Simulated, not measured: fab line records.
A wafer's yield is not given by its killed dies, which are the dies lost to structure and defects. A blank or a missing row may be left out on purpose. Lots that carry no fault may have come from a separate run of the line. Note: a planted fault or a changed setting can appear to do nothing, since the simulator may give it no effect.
fab line records	flow rit_cmos
[record] lots = 6	wafers = 18	last_day = 7
route steps=202 shown NRETRO@60 PRETRO@64 M1@202
lots with no fault: from the same line, run without faults
start_h: hours from the record's opening day to when the first of the lot's shown wafers began	wait_h: hours elapsed since this lot's preceding step	" as in the row above	L1.1+2: a single row standing in for several wafers	- either no value or no given start	* or withheld: withheld	< > ~ a bound
route shown NAME@n: a module of which the file shows steps, and the number in the route of the first	usual: mean/standard deviation of fault-free wafers	same: alike in all rows	chamber/n: place in a boat	sites: per-site readings	_std_site: the standard deviation of these	_edge_site: outer sites' mean less inner sites'	radius_mm: for every site, how far away it sits from the centre of the wafer	mask NAME#n: copy n	behind: the tool/chamber that last shaped the wafer	hold: why the lot was held/for how many hours/how that ended	device: the n, p or np transistor that did not switch	end of line: at the end of the route, the tests of the same wafers	a step given without rows: its recipe and nothing more	killed: at the first sort, the dies lost to defects and structure; wafer yield is something else	map: a wafer's dies, x killed, . not, _ none there
set.NAME: setting as actually run; set.NAME@STEP: the setting as run at that earlier step	model.NAME: the simulator's own value behind a step, which no gauge read
lots seen at some steps along the route; tables by step, rows by wafer
services: the hour from which a tool's chamber was out of use, counted from the record's first day as start_h (under 0 if before that day), plus the number of hours and why
[[steps]]
[step RIT_NRETRO_HARDBAKE_07]
[recipe] resist = NOVOLAK	temp_c = 140	time_s = 120
[step RIT_NRETRO_IMPLANT_08]
[recipe] species = P	energy_kev = 70	dose_cm2 = 1e+13	tilt_deg = 7
[step RIT_NRETRO_STRIP_09]
[recipe] chemistry = O2	time_s = 180	resist = NOVOLAK	platen_temp_c = withheld	power_w = 500	pressure_mtorr = 4000	o2_flow_sccm = 4000
[usual] drypump_motor_current_A = 5.94/0.24
lot.wafer	tool	chamber	start_h	wait_h	drypump_motor_current_A	rf_hours_counter_h
L719.2	plasma_asher-01	0	43.07	0.1	6.23	41
L719.4	"	1	"	"	5.55	-
L719.5	"	1	"	"	5.55	-
L720.1	plasma_asher-03	0	45.22	0.1	6.07	25
L720.2	"	1	"	"	5.79	25
L720.6	"	0	"	"	6.04	-
L722.4	plasma_asher-02	1	57.50	0.1	6.17	-
L722.5	"	0	"	"	5.83	-
L722.6	"	1	"	"	6.15	-
L723.1	plasma_asher-02	0	62.43	0.1	5.84	42
L723.3	"	1	"	"	6.14	-
L723.6	"	0	"	"	5.83	-
L734.1	plasma_asher-01	0	117.30	0.1	6.24	48
L734.2	"	1	"	"	5.54	48
L734.6	"	1	"	"	5.54	-
L736.2	plasma_asher-01	1	128.82	0.1	5.56	50
L736.3	"	1	"	"	5.53	-
L736.6	"	0	"	"	6.24	-
[step RIT_NRETRO_TW_MEAS_10]
[usual] NRETRO_TW = 1040/10
lot.wafer	tool	chamber	start_h	wait_h	NRETRO_TW
L719.2	film_metro-01	-	43.25	0.1	1037
L719.4	"	-	"	"	1035
L719.5	"	-	"	"	1033
L720.1	film_metro-03	-	45.39	0.1	1053
L720.2	"	-	"	"	1054
L720.6	"	-	"	"	1055
L722.4	film_metro-03	-	57.65	0.1	1051
L722.5	"	-	"	"	1049
L722.6	"	-	"	"	1044
L723.1	film_metro-01	-	62.60	0.1	1022
L723.3	"	-	"	"	1029
L723.6	"	-	"	"	1023
L734.1	film_metro-03	-	117.48	0.1	1048
L734.2	"	-	"	"	1054
L734.6	"	-	"	"	1049
L736.2	film_metro-02	-	129.00	0.1	1053
L736.3	"	-	"	"	1050
L736.6	"	-	"	"	1059
[step RIT_PRETRO_HMDS_00]
[recipe] prime_time_s = 60	prime_temp_c = 140
[step RIT_PRETRO_COAT_01]
[recipe] resist = NOVOLAK	spin_rpm = 2000	resist_thk_nm = 1300
[step RIT_PRETRO_SOFTBAKE_02]
[recipe] resist = NOVOLAK	temp_c = 90	time_s = 60
[step RIT_PRETRO_EXPOSE_03]
[recipe] mask_id = M5	na = 0.57	target_cd_nm = 43700	dose_mj = 250
[step RIT_PRETRO_PEB_04]
[recipe] resist = NOVOLAK	temp_c = withheld	time_s = withheld
[step RIT_PRETRO_DEVELOP_05]
[recipe] resist = NOVOLAK	develop_time_s = 68	dev_temp_c = 23
[step RIT_PRETRO_OVL_MEAS_06]
[usual] PRETRO_OVL = -0.1/1.4
lot.wafer	tool	chamber	start_h	wait_h	PRETRO_OVL[nm]
L719.2	overlay-01	-	44.19	-	1.9
L719.4	"	-	"	"	0.2
L719.5	"	-	"	"	1.4
L720.1	overlay-02	-	46.46	-	-2.5
L720.2	"	-	"	"	-2.3
L720.6	"	-	"	"	0.0
L722.4	overlay-01	-	58.72	-	0.9
L722.5	"	-	"	"	0.6
L722.6	"	-	"	"	0.8
L723.1	overlay-02	-	63.67	-	0.4
L723.3	"	-	"	"	-1.6
L723.6	"	-	"	"	0.3
L734.1	overlay-02	-	118.54	-	1.5
L734.2	"	-	"	"	1.4
L734.6	"	-	"	"	-0.2
L736.2	overlay-02	-	130.21	-	-2.5
L736.3	"	-	"	"	-2.3
L736.6	"	-	"	"	-2.2
[step RIT_PRETRO_HARDBAKE_07]
[recipe] resist = NOVOLAK	temp_c = 140	time_s = 120
[step RIT_PRETRO_IMPLANT_08]
[recipe] species = B	energy_kev = 45	dose_cm2 = 1.2e+13	tilt_deg = 7
lot.wafer	tool	chamber	start_h	wait_h
L719.2+4+5	implanter-01	0	44.49	0.2
L720.1+2+6	implanter-01	0	46.74	0.2
L722.4+5+6	implanter-01	0	59.07	0.2
L723.1+3+6	implanter-01	0	63.96	0.2
L734.1+2+6	implanter-03	0	118.83	0.2
L736.2+3+6	implanter-02	0	130.52	0.2
[step RIT_PRETRO_STRIP_09]
[recipe] chemistry = O2	time_s = 180	resist = NOVOLAK	platen_temp_c = withheld	power_w = 500	pressure_mtorr = 4000	o2_flow_sccm = 4000
[usual] drypump_motor_current_A = 5.85/0.3
lot.wafer	tool	chamber	start_h	wait_h	drypump_motor_current_A	rf_hours_counter_h
L719.2	plasma_asher-04	1	44.62	0.1	5.57	39
L719.4	"	0	"	"	5.43	-
L719.5	"	0	"	"	5.42	-
L720.1	plasma_asher-02	1	46.89	0.1	6.13	41
L720.2	"	0	"	"	5.86	41
L720.6	"	0	"	"	5.85	-
L722.4	plasma_asher-01	0	59.20	0.1	6.23	-
L722.5	"	0	"	"	6.25	-
L722.6	"	1	"	"	5.54	-
L723.1	plasma_asher-02	0	64.11	0.1	5.86	42
L723.3	"	0	"	"	5.84	-
L723.6	"	0	"	"	5.85	-
L734.1	plasma_asher-01	1	118.98	0.1	5.56	48
L734.2	"	0	"	"	6.23	48
L734.6	"	0	"	"	6.22	-
L736.2	plasma_asher-02	0	130.64	0.1	5.85	49
L736.3	"	0	"	"	5.82	-
L736.6	"	0	"	"	5.83	-
[step RIT_PRETRO_TW_MEAS_10]
[usual] PRETRO_TW = 474/6
lot.wafer	tool	chamber	start_h	wait_h	hold	PRETRO_TW
L719.2	film_metro-02	-	44.80	0.1	-	469
L719.4	"	-	"	"	-	471
L719.5	"	-	"	"	-	469
L720.1	film_metro-04	-	47.07	0.1	-	477
L720.2	"	-	"	"	-	477
L720.6	"	-	"	"	-	476
L722.4	film_metro-04	-	59.35	0.1	-	454
L722.5	"	-	"	"	-	454
L722.6	"	-	"	"	-	451
L723.1	film_metro-02	-	64.28	0.1	await_dispo/0.2h/release	449
L723.3	"	-	"	"	await_dispo/0.2h/release	448
L723.6	"	-	"	"	await_dispo/0.2h/release	449
L723.1	film_metro-02	-	64.51	0.2	-	447
L723.3	"	-	"	"	-	448
L723.6	"	-	"	"	-	450
L734.1	film_metro-04	-	119.15	0.1	-	481
L734.2	"	-	"	"	-	481
L734.6	"	-	"	"	-	483
L736.2	film_metro-04	-	130.82	0.1	-	480
L736.3	"	-	"	"	-	476
L736.6	"	-	"	"	-	479
[step RIT_M1_PROBE_99]
[usual] killed_at_M0_to_M3 = 0.0/0.16	killed_at_contacts = 0.0/0.2	killed_at_front_end = 7.2/2.5	killed_dies = 7.3/2.5	killed_open = 3.8/1.9	killed_short = 3.5/1.8
[same] gross_dies = 264	killed_at_M4_up = 0	killed_at_back_side = 0	killed_at_other = 0
lot.wafer	tool	chamber	start_h	wait_h	killed_at_M0_to_M3	killed_at_contacts	killed_at_front_end	killed_dies	killed_open	killed_short	model.etest.nmos_0p15.drive_ua_um_range	model.etest.nmos_0p15.drive_ua_um_rim_less_centre	model.etest.nmos_0p3.drive_ua_um	model.etest.nmos_narrow.drive_ua_um	model.etest.nmos_0p3.off_log10_a_um	model.etest.diode_nplus_pwell.bv_v	model.etest.nmos_0p15.vt_v_range	model.etest.cap_n_gate.c_min_ff_um2
L719.2	prober-02	-	72.00	0.1	0	0	10	10	3	7	18.31	-4.13	234.5	232	-13.05	5.901	0.005818	2.375
L719.4	prober-02	-	72.10	0.2	0	0	7	7	2	5	6.047	3.465	231.1	228.9	-13.02	5.93	0.004044	2.376
L719.5	prober-02	-	72.15	0.2	0	0	6	6	3	3	13.42	-1.798	233	234.8	-12.97	5.897	0.006552	2.375
L720.1	prober-01	-	73.95	0.1	0	0	10	10	5	5	11.06	-1.383	231.8	235	-13.04	5.965	0.002434	2.356
L720.2	prober-01	-	74.00	0.1	0	0	5	5	4	1	10.77	0.3968	235.5	238.9	-12.91	5.886	0.006095	2.374
L720.6	prober-01	-	74.20	0.2	0	0	7	7	4	3	11.27	-3.343	223.8	229.3	-13.12	5.927	0.007413	2.344
L722.4	prober-02	-	84.81	0.2	0	0	3	3	3	0	50.63	-17.69	238.7	242.7	-12.9	6.061	0.05102	2.325
L722.5	prober-02	-	84.86	0.2	0	0	7	7	4	3	45.31	-19.7	240.1	244.9	-12.84	6.087	0.05137	2.32
L722.6	prober-02	-	84.91	0.2	0	0	5	5	4	1	43.7	-20.1	240.3	246.2	-12.79	6.119	0.05105	2.331
L723.1	prober-01	-	98.14	0.1	1	0	7	8	3	5	-	-	-	-	-	-	-	-
L723.3	prober-01	-	98.24	0.2	0	0	7	7	3	4	-	-	-	-	-	-	-	-
L723.6	prober-01	-	98.39	0.2	0	0	6	6	2	4	-	-	-	-	-	-	-	-
L734.1	prober-01	-	147.15	0.1	0	0	8	8	2	6	6.748	-0.6035	225.6	224.7	-13.15	6.047	0.004081	2.35
L734.2	prober-01	-	147.20	0.1	0	0	3	3	2	1	12.07	2.359	230.5	227.7	-13	6.09	0.004958	2.348
L734.6	prober-01	-	147.40	0.2	0	0	9	9	5	4	14.36	-4.004	222.9	220.6	-13.19	6.072	0.006023	2.354
L736.2	prober-01	-	157.16	0.1	1	1	5	7	3	4	8.485	1.172	223.2	228.1	-13.14	6.029	0.003884	2.33
L736.3	prober-01	-	157.21	0.2	0	0	9	9	5	4	9.05	-6.501	222.3	226.5	-12.98	6.04	0.006553	2.339
L736.6	prober-01	-	157.36	0.2	0	0	8	8	2	6	15.26	0.9797	222.8	225.2	-13.08	6.023	0.005968	2.332
// killed by level:class
L719.2 FOX2:geometric_particle:short=2 GATE:geometric_particle:open=2 REOX:geometric_particle:short=2 SILICIDE:geometric_particle:short=2 FOX2:geometric_particle:open=1 GATE:geometric_particle:short=1
L719.4 REOX:geometric_particle:short=2 FOX1:geometric_particle:short=1 FOX2:geometric_particle:short=1 FOX2:geometric_particle:open=1 GATE:geometric_particle:open=1 GATE:geometric_particle:short=1
L719.5 FOX2:geometric_particle:short=1 GATE:geometric_particle:short=1 GATE:geometric_particle:open=1 REOX:geometric_particle:open=1 REOX:geometric_particle:short=1 SPACER:geometric_particle:open=1
L720.1 GATE:geometric_particle:short=4 SILICIDE:geometric_particle:open=3 GATE:geometric_particle:open=2 REOX:geometric_particle:short=1
L720.2 FOX1:geometric_particle:open=3 FOX2:geometric_particle:open=1 SILICIDE:geometric_particle:short=1
L720.6 FOX1:geometric_particle:open=1 FOX1:geometric_particle:short=1 FOX2:geometric_particle:open=1 GATE:geometric_particle:open=1 GATE:geometric_particle:short=1 REOX:geometric_particle:short=1 SILICIDE:geometric_particle:open=1
L722.4 FOX1:geometric_particle:open=2 GATE:geometric_particle:open=1
L722.5 GATE:geometric_particle:open=2 FOX1:geometric_particle:open=1 FOX2:geometric_particle:short=1 REOX:geometric_particle:short=1 SILICIDE:geometric_particle:short=1 SILICIDE:geometric_particle:open=1
L722.6 FOX1:geometric_particle:open=2 GATE:geometric_particle:open=1 REOX:geometric_particle:open=1 SILICIDE:geometric_particle:short=1
L723.1 FOX2:geometric_particle:short=2 GATE:geometric_particle:short=1 GATE:geometric_particle:open=1 REOX:geometric_particle:open=1 SILICIDE:geometric_particle:open=1 SILICIDE:geometric_particle:short=1 M1:geometric_particle:short=1
L723.3 SILICIDE:geometric_particle:short=2 FOX2:geometric_particle:short=1 GATE:geometric_particle:open=1 REOX:geometric_particle:short=1 REOX:geometric_particle:open=1 SILICIDE:geometric_particle:open=1
L723.6 FOX1:geometric_particle:short=2 GATE:geometric_particle:short=1 GATE:geometric_particle:open=1 SPACER:geometric_particle:open=1 SILICIDE:geometric_particle:short=1
L734.1 GATE:geometric_particle:short=3 FOX1:geometric_particle:short=1 FOX2:geometric_particle:open=1 FOX2:geometric_particle:short=1 SILICIDE:geometric_particle:open=1 SILICIDE:geometric_particle:short=1
L734.2 FOX1:geometric_particle:open=1 GATE:geometric_particle:short=1 GATE:geometric_particle:open=1
L734.6 GATE:geometric_particle:open=2 FOX1:geometric_particle:open=1 FOX1:geometric_particle:short=1 FOX2:geometric_particle:open=1 FOX2:geometric_particle:short=1 GATE:geometric_particle:short=1 REOX:geometric_particle:open=1 SILICIDE:geometric_particle:short=1
L736.2 FOX1:geometric_particle:short=1 FOX2:geometric_particle:short=1 GATE:geometric_particle:open=1 GATE:geometric_particle:short=1 SILICIDE:geometric_particle:open=1 CONTACT:geometric_particle:open=1 M1:geometric_particle:short=1
L736.3 GATE:geometric_particle:short=3 GATE:geometric_particle:open=2 SILICIDE:geometric_particle:open=2 FOX1:geometric_particle:short=1 SPACER:geometric_particle:open=1
L736.6 GATE:geometric_particle:short=3 SILICIDE:geometric_particle:short=2 ACTIVE:geometric_particle:open=1 REOX:geometric_particle:short=1 SILICIDE:geometric_particle:open=1
[[services]]
tool	chamber	start_h	hours	kind
plasma_asher-03	-	24.30	2.2	repair
implanter-01	-	36.80	3.0	repair
implanter-02	-	49.55	4.1	pm
plasma_asher-02	-	79.75	1.5	repair
plasma_asher-03	-	80.05	2.8	pm
plasma_asher-01	-	86.60	2.0	repair
implanter-01	-	87.16	1.8	repair
implanter-01	-	96.89	0.7	repair
plasma_asher-04	-	108.75	9.0	pm
plasma_asher-04	0	108.75	9.0	vent_cycle
plasma_asher-04	1	108.75	9.0	vent_cycle
plasma_asher-04	0	117.75	-	clean
plasma_asher-04	1	117.75	-	clean
implanter-03	-	128.68	36.5	repair
[[key]]
[first_sign] step = RIT_PRETRO_TW_MEAS_10	reading = visit	direction = added
[effect] step = RIT_PRETRO_TW_MEAS_10	reading = PRETRO_TW	direction = down	sigmas = 3.9	usual = 474	struck = 451
[model_effect] step = RIT_M1_PROBE_99	value = etest.nmos_0p15.drive_ua_um_range	without = 10.27	struck = 46.55
met_at RIT_PRETRO_IMPLANT_08
struck_wafers L722.4,L722.5,L722.6,L723.1,L723.3,L723.6
tester_left_out L722,L723
onset_between 46.74 59.07
also_fits RIT_NRETRO_STRIP_09:plasma_asher-02
[fault] kind = process_parameter_drift	tool = implanter-01	chamber = -	onset_h = 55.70	steps = RIT_PRETRO_IMPLANT_08	channel = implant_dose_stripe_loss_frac	offset = 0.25	shape = step	end_h = 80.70
// tester_left_out: of these lots the tester's yield and bins aren't shown, on N5 and GAA mostly nor the transistor test; their killed dies are dies lost to structure and defects alone, not to doping, threshold or leakage, so they don't give the yield
